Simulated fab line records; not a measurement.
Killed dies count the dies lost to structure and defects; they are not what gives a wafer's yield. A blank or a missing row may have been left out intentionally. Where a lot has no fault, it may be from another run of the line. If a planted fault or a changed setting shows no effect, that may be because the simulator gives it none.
2 desks, one fault / flow rit-cmos / each desk holds nothing but its own numbers, with what lay behind them at the end

AT THE METROLOGY DESK
Means of the sampled wafers that have a number, per lot and without regard to the tool the lot ran on: this is what the gauges read. Marked OUT: a lot whose mean sits more than 4 standard deviations from the usual mean, which makes it out of limits; the brackets give that distance.
Columns: A = SPACER_NITRIDE_THK at RIT_SPACER_THK_MEAS_04, usual 250.5 nm
lot=L680; first seen here=day 3 02:32; A=254.5
lot=L682; first seen here=day 3 13:14; A=251.8
lot=L683; first seen here=day 3 16:20; A=248.3
lot=L684; first seen here=day 4 05:27; A=249.7
lot=L685; first seen here=day 4 11:07; A=248.5
lot=L686; first seen here=day 4 11:14; A=248.8
lot=L687; first seen here=day 4 15:09; A=250.9
lot=L688; first seen here=day 5 01:02; A=252.0
lot=L690; first seen here=day 5 07:02; A=255.0
lot=L692; first seen here=day 5 14:19; A=249.4
lot=L693; first seen here=day 5 21:01; A=253.1
lot=L697; first seen here=day 6 17:31; A=255.1
lot=L700; first seen here=day 7 22:04; A=166.4 (-34) OUT
This desk finds L700 out of limits, with the earliest case on L700 at day 7 22:04 (SPACER_NITRIDE_THK at RIT_SPACER_THK_MEAS_04). In limits: L680, L682, L683, L684, L685, L686, L687, L688, L690, L692, L693, L697.

THE TOOL OWNER'S DESK: lpcvd-01
The tool's own readings at RIT_SPACER_CVD_03 (deposits Si3N4 from SiH2Cl2/NH3, target thk 250 nm, time 3300 s): means of the sampled wafers that have a number, for each lot that ran on this tool. Marked OUT: a lot whose mean sits more than 4 standard deviations from the usual mean, which makes it out of limits; the brackets give that distance.
Columns: A = sih2cl2-flow-sccm at RIT_SPACER_CVD_03, usual 59.99 sccm; B = spike-tc-source-C at RIT_SPACER_CVD_03, usual 835.1 C; C = zone-power-load-pct at RIT_SPACER_CVD_03, usual 19.4 %
lot=L680; first seen here=day 3 00:36; A=59.99; B=833.3; C=21.1
lot=L682; first seen here=day 3 11:19; A=60.01; B=837.0; C=17.2
lot=L683; first seen here=day 3 14:25; A=60.05; B=836.8; C=17.2
lot=L686; first seen here=day 4 09:19; A=59.83; B=836.3; C=17.1
lot=L688; first seen here=day 4 22:09; A=60.05; B=834.0; C=21.2
lot=L700; first seen here=day 7 20:08; A=59.89; B=834.0; C=21.2
This desk's finding: nothing out of limits on any of the 6 lots.

TAKEN TOGETHER
Metrology desk: alarm possible at day 7 22:04 on L700.
Nothing out of limits was seen by the tool owner's desk.
The tool owner's desk has L700 on record, within its limits.
Every lot named ran RIT_SPACER_CVD_03 on lpcvd-01.

WHAT WAS PUT IN BY THE SIMULATOR
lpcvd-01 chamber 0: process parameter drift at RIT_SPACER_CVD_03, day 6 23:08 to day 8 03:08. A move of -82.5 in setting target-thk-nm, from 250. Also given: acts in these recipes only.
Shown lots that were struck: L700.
Delay in hours, fault start to first out-of-limits reading, per desk: metrology desk 23.
